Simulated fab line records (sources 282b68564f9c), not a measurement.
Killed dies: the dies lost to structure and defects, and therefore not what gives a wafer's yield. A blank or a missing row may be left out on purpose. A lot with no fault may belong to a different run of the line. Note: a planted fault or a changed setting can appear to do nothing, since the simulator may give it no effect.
Split-lot trial | flow rit-cmos | route with 202 steps; 5 lots, 23 wafers read

## THE SPLIT
At RIT_CONTACT_CVD_00 (deposits SiO2 from TEOS, target thk 400 nm, time 61 s), the setting time-s was moved away from the recipe's 61 s on 6 of the 23 wafers read, by -5.2% to +14.0%. For the rest of the wafers, this setting stayed at what the recipe calls for.

Between the split and the reading, the file records no step.

## THE READING
Values of CONTACT_TEOS_THK in nm from RIT_CONTACT_THK_MEAS_01. On this fab line, fault-free wafers typically give 400 nm with a standard deviation of 5.6 nm.

wafer  | tool, chamber at the split | time-s as run, s | against the recipe | CONTACT_TEOS_THK, nm | against lot-mates on the recipe
L075.1 | pecvd-04, 0                | 63.99            | +4.9%              | 411                  | +13
L075.2 | pecvd-04, 1                | 61               | recipe             | 394                  | -
L075.4 | pecvd-04, 2                | 63.99            | +4.9%              | 426                  | +28
L075.5 | pecvd-04, 0                | 61               | recipe             | 400                  | -
L075.6 | pecvd-04, 1                | 61               | recipe             | 400                  | -
L076.1 | pecvd-02, 0                | 61               | recipe             | 390                  | -
L076.3 | pecvd-02, 1                | 69.55            | +14.0%             | 447                  | +51
L076.4 | pecvd-02, 1                | 61               | recipe             | 399                  | -
L076.5 | pecvd-02, 2                | 69.55            | +14.0%             | 463                  | +67
L076.6 | pecvd-02, 0                | 61               | recipe             | 398                  | -
L078.2 | pecvd-04, 1                | 57.82            | -5.2%              | 379                  | -28
L078.3 | pecvd-04, 0                | 61               | recipe             | 401                  | -
L078.4 | pecvd-04, 1                | 57.82            | -5.2%              | 382                  | -25
L078.5 | pecvd-04, 2                | 61               | recipe             | 417                  | -
L078.6 | pecvd-04, 0                | 61               | recipe             | 404                  | -
L082.1 | pecvd-03, 1                | 61               | recipe             | 400                  | -
L082.2 | pecvd-03, 2                | 61               | recipe             | 399                  | -
L082.6 | pecvd-03, 0                | 61               | recipe             | 406                  | -
L083.1 | pecvd-02, 2,0              | 61               | recipe             | 398                  | -
L083.2 | pecvd-02, 0                | 61               | recipe             | 395                  | -
L083.3 | pecvd-02, 1                | 61               | recipe             | 400                  | -
L083.5 | pecvd-02, 1                | 61               | recipe             | 405                  | -
L083.6 | pecvd-02, 2,0              | 61               | recipe             | 408                  | -
When a row names more than one chamber, that row covers several wafers, and the file does not tell which wafer ran in which chamber.

FIT RESULTS
A straight line over all 23 wafers: CONTACT_TEOS_THK changes by +3.85 nm for each +1% of time-s; r = +0.94; the points scatter about the line by 6.3 nm.
The same after taking each lot's own level away (the mean of its wafers on the recipe; 23 wafers): +4.36 nm for each +1%; r = +0.97; scatter 5.5 nm.
On that fit, the largest move of time-s shifts the reading by 61 nm.
The lots' own levels span 395.7 to 407.3 nm, that is 2.1 times the standard deviation above.
Thus the slope moves with the lot-to-lot level: the two fits are different.
Check: +66.6 nm against its lot-mates is what the line predicts for one of the wafers moved furthest among these (+14.0%) when that wafer is left out of the fit. Against them it came out at +51.3 nm.

## OTHER SPLITS ON THESE WAFERS
Other splits were also applied to these wafers ahead of the reading. Each is held against what the fit with the lots' levels taken away leaves over:
other split on the same wafers | wafers away from the commonest value | r with CONTACT_TEOS_THK (lot level and that fit taken away)
RIT_NSD_IMPLANT_08 energy-kev  | 10                                   | +0.04
RIT_SILICIDE_SPUTTER_01 time-s | 8                                    | -0.22

## THE WHOLE CHAIN: every reading that the file lists as answering this split, in the file's order
step                    | what it does                                          | reading                                                                        | change (the file's fit)              | r (the file's)
RIT_CONTACT_CVD_00      | deposits SiO2 from TEOS, target thk 400 nm, time 61 s | SiO2_of_CONTACT_CVD_00.thk-nm (the simulator's own value, which no gauge read) | +4.27 nm for each +1% of the setting | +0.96
RIT_CONTACT_THK_MEAS_01 |                                                       | CONTACT_TEOS_THK                                                               | +4.36 for each +1% of the setting    | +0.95

## FILE'S OWN FIT
CONTACT_TEOS_THK changes by +4.36 nm for each +1% of time-s, r = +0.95.
